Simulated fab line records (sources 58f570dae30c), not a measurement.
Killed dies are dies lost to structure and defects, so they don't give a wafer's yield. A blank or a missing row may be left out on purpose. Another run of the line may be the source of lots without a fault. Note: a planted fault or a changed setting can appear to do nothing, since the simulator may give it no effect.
Check of tool commonality || flow berkeley_cmos170 || 14 lots and 42 wafers in the sample

WHY IT WAS OPENED
Of 14 lots, 2 have the reading NLDD_TW flagged at UCB170_NLDD_TW_MEAS_11. No-fault wafers: 2230, standard deviation 18.
Rule: a lot gets a flag if all its wafers with a number sit over 4 standard deviations from that mean, or if no wafer of it has a number. The rest of the lots are taken to be sound.

{"lot": "L279", "measured": "day 6 19:43", "on": "film_metro-03", "NLDD_TW, wafer by wafer": "2248 2231 2233", "flag": ""}
{"lot": "L281", "measured": "day 7 04:58", "on": "film_metro-02", "NLDD_TW, wafer by wafer": "2208 2215 2220", "flag": ""}
{"lot": "L282", "measured": "day 7 06:01", "on": "film_metro-01", "NLDD_TW, wafer by wafer": "2249 2226 2227", "flag": ""}
{"lot": "L288", "measured": "day 8 11:49", "on": "film_metro-01", "NLDD_TW, wafer by wafer": "2237 2244 2246", "flag": ""}
{"lot": "L285", "measured": "day 8 12:33", "on": "film_metro-01", "NLDD_TW, wafer by wafer": "2254 2235 2240", "flag": ""}
{"lot": "L291", "measured": "day 9 04:14", "on": "film_metro-03", "NLDD_TW, wafer by wafer": "2231 2229 2225", "flag": ""}
{"lot": "L292", "measured": "day 9 04:41", "on": "film_metro-03", "NLDD_TW, wafer by wafer": "2222 2225 2244", "flag": ""}
{"lot": "L294", "measured": "day 9 20:01", "on": "film_metro-03", "NLDD_TW, wafer by wafer": "2138 2136 2133", "flag": "FLAGGED"}
{"lot": "L296", "measured": "day 10 06:40", "on": "film_metro-01", "NLDD_TW, wafer by wafer": "2248 2268 2249", "flag": ""}
{"lot": "L295", "measured": "day 10 06:53", "on": "film_metro-02", "NLDD_TW, wafer by wafer": "2114 2117 2122", "flag": "FLAGGED"}
{"lot": "L293", "measured": "day 10 07:10", "on": "film_metro-01", "NLDD_TW, wafer by wafer": "2258 2260 2253", "flag": ""}
{"lot": "L301", "measured": "day 10 21:08", "on": "film_metro-03", "NLDD_TW, wafer by wafer": "2236 2233 2231", "flag": ""}
{"lot": "L299", "measured": "day 10 21:49", "on": "film_metro-03", "NLDD_TW, wafer by wafer": "2225 2223 2231", "flag": ""}
{"lot": "L298", "measured": "day 10 21:56", "on": "film_metro-02", "NLDD_TW, wafer by wafer": "2203 2201 2215", "flag": ""}
On average the flagged lots' numbers are 2127, which is -103 against the usual, or -6 standard deviations.

WHICH TOOL RAN EACH LOT
Before the reading, the record contains 2 process steps out of a 331-step route. Each cell gives the tool, then ch followed by the chambers the sampled wafers passed through, then the start.
{"lot": "L279", "flag": "", "UCB170_PLDD_STRIP_10": "plasma_asher-03 ch 0,1, day 6 17:02", "UCB170_NLDD_IMPLANT_08": "implanter-01 ch 0, day 6 19:19"}
{"lot": "L281", "flag": "", "UCB170_PLDD_STRIP_10": "plasma_asher-03 ch 0, day 7 03:00", "UCB170_NLDD_IMPLANT_08": "implanter-01 ch 0, day 7 04:35"}
{"lot": "L282", "flag": "", "UCB170_PLDD_STRIP_10": "plasma_asher-02 ch 0,1, day 7 03:16", "UCB170_NLDD_IMPLANT_08": "implanter-01 ch 0, day 7 05:36"}
{"lot": "L288", "flag": "", "UCB170_PLDD_STRIP_10": "plasma_asher-03 ch 0, day 8 09:15", "UCB170_NLDD_IMPLANT_08": "implanter-03 ch 0, day 8 11:25"}
{"lot": "L285", "flag": "", "UCB170_PLDD_STRIP_10": "plasma_asher-02 ch 0,1, day 8 09:37", "UCB170_NLDD_IMPLANT_08": "implanter-02 ch 0, day 8 12:12"}
{"lot": "L291", "flag": "", "UCB170_PLDD_STRIP_10": "plasma_asher-02 ch 0,1, day 9 02:19", "UCB170_NLDD_IMPLANT_08": "implanter-03 ch 0, day 9 03:51"}
{"lot": "L292", "flag": "", "UCB170_PLDD_STRIP_10": "plasma_asher-04 ch 0,1, day 9 02:49", "UCB170_NLDD_IMPLANT_08": "implanter-02 ch 0, day 9 04:17"}
{"lot": "L294", "flag": "FLAGGED", "UCB170_PLDD_STRIP_10": "plasma_asher-02 ch 0,1, day 9 17:57", "UCB170_NLDD_IMPLANT_08": "implanter-01 ch 0, day 9 19:37"}
{"lot": "L296", "flag": "", "UCB170_PLDD_STRIP_10": "plasma_asher-02 ch 0,1, day 10 04:36", "UCB170_NLDD_IMPLANT_08": "implanter-03 ch 0, day 10 06:17"}
{"lot": "L295", "flag": "FLAGGED", "UCB170_PLDD_STRIP_10": "plasma_asher-02 ch 0,1, day 10 05:03", "UCB170_NLDD_IMPLANT_08": "implanter-01 ch 0, day 10 06:31"}
{"lot": "L293", "flag": "", "UCB170_PLDD_STRIP_10": "plasma_asher-03 ch 0,1, day 10 05:10", "UCB170_NLDD_IMPLANT_08": "implanter-02 ch 0, day 10 06:47"}
{"lot": "L301", "flag": "", "UCB170_PLDD_STRIP_10": "plasma_asher-03 ch 0,1, day 10 15:56", "UCB170_NLDD_IMPLANT_08": "implanter-03 ch 0, day 10 20:46"}
{"lot": "L299", "flag": "", "UCB170_PLDD_STRIP_10": "plasma_asher-02 ch 0,1, day 10 16:55", "UCB170_NLDD_IMPLANT_08": "implanter-02 ch 0, day 10 21:25"}
{"lot": "L298", "flag": "", "UCB170_PLDD_STRIP_10": "plasma_asher-04 ch 0,1, day 10 17:11", "UCB170_NLDD_IMPLANT_08": "implanter-03 ch 0, day 10 21:33"}
What is done by these steps:
- UCB170_PLDD_STRIP_10: strips in O2.
- UCB170_NLDD_IMPLANT_08
- UCB170_NLDD_TW_MEAS_11

FLAGGED AGAINST TOTAL, ONE TOOL AT A TIME (gauges that did the reading follow at the end)
{"step": "UCB170_PLDD_STRIP_10", "tool": "plasma_asher-02", "lots run": 7, "flagged": 2, "share of the flagged lots": "all", "sound lots run after its first flagged lot": "2 (L296,L299)"}
{"step": "UCB170_PLDD_STRIP_10", "tool": "plasma_asher-03", "lots run": 5, "flagged": 0, "share of the flagged lots": "none", "sound lots run after its first flagged lot": "-"}
{"step": "UCB170_PLDD_STRIP_10", "tool": "plasma_asher-04", "lots run": 2, "flagged": 0, "share of the flagged lots": "none", "sound lots run after its first flagged lot": "-"}
{"step": "UCB170_NLDD_IMPLANT_08", "tool": "implanter-01", "lots run": 5, "flagged": 2, "share of the flagged lots": "all", "sound lots run after its first flagged lot": 0}
{"step": "UCB170_NLDD_IMPLANT_08", "tool": "implanter-02", "lots run": 4, "flagged": 0, "share of the flagged lots": "none", "sound lots run after its first flagged lot": "-"}
{"step": "UCB170_NLDD_IMPLANT_08", "tool": "implanter-03", "lots run": 5, "flagged": 0, "share of the flagged lots": "none", "sound lots run after its first flagged lot": "-"}
{"step": "UCB170_NLDD_TW_MEAS_11", "tool": "film_metro-01", "lots run": 5, "flagged": 0, "share of the flagged lots": "none", "sound lots run after its first flagged lot": "-"}
{"step": "UCB170_NLDD_TW_MEAS_11", "tool": "film_metro-02", "lots run": 3, "flagged": 1, "share of the flagged lots": "some", "sound lots run after its first flagged lot": "1 (L298)"}
{"step": "UCB170_NLDD_TW_MEAS_11", "tool": "film_metro-03", "lots run": 6, "flagged": 1, "share of the flagged lots": "some", "sound lots run after its first flagged lot": "2 (L301,L299)"}

THE TABLE: WHAT IT ALLOWS
In 2 table rows, all flagged lots were run: plasma_asher-02 (UCB170_PLDD_STRIP_10), implanter-01 (UCB170_NLDD_IMPLANT_08).
- plasma_asher-02 at UCB170_PLDD_STRIP_10: 2 of its 7 lots flagged. Lots that were sound ran on it after the first flagged one (L296, L299); a persistent fault on the entire tool would not allow that.
- implanter-01 at UCB170_NLDD_IMPLANT_08: 2 of its 5 lots flagged. A fault beginning between L282 (day 7 05:36), its last sound lot, and L294 (day 9 19:37), its first flagged one, fits the data. Its own readings (tilt_deg) fall more than 4 standard deviations out on all wafers of the flagged lots.
What remains is a single tool, implanter-01 at UCB170_NLDD_IMPLANT_08.

WHAT THE SIMULATOR PUT IN
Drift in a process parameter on implanter-01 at UCB170_NLDD_IMPLANT_08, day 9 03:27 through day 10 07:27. From 7, the setting tilt_deg moved by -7. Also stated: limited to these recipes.
Struck lots among those shown: L294, L295. The rule given above showed the same thing.
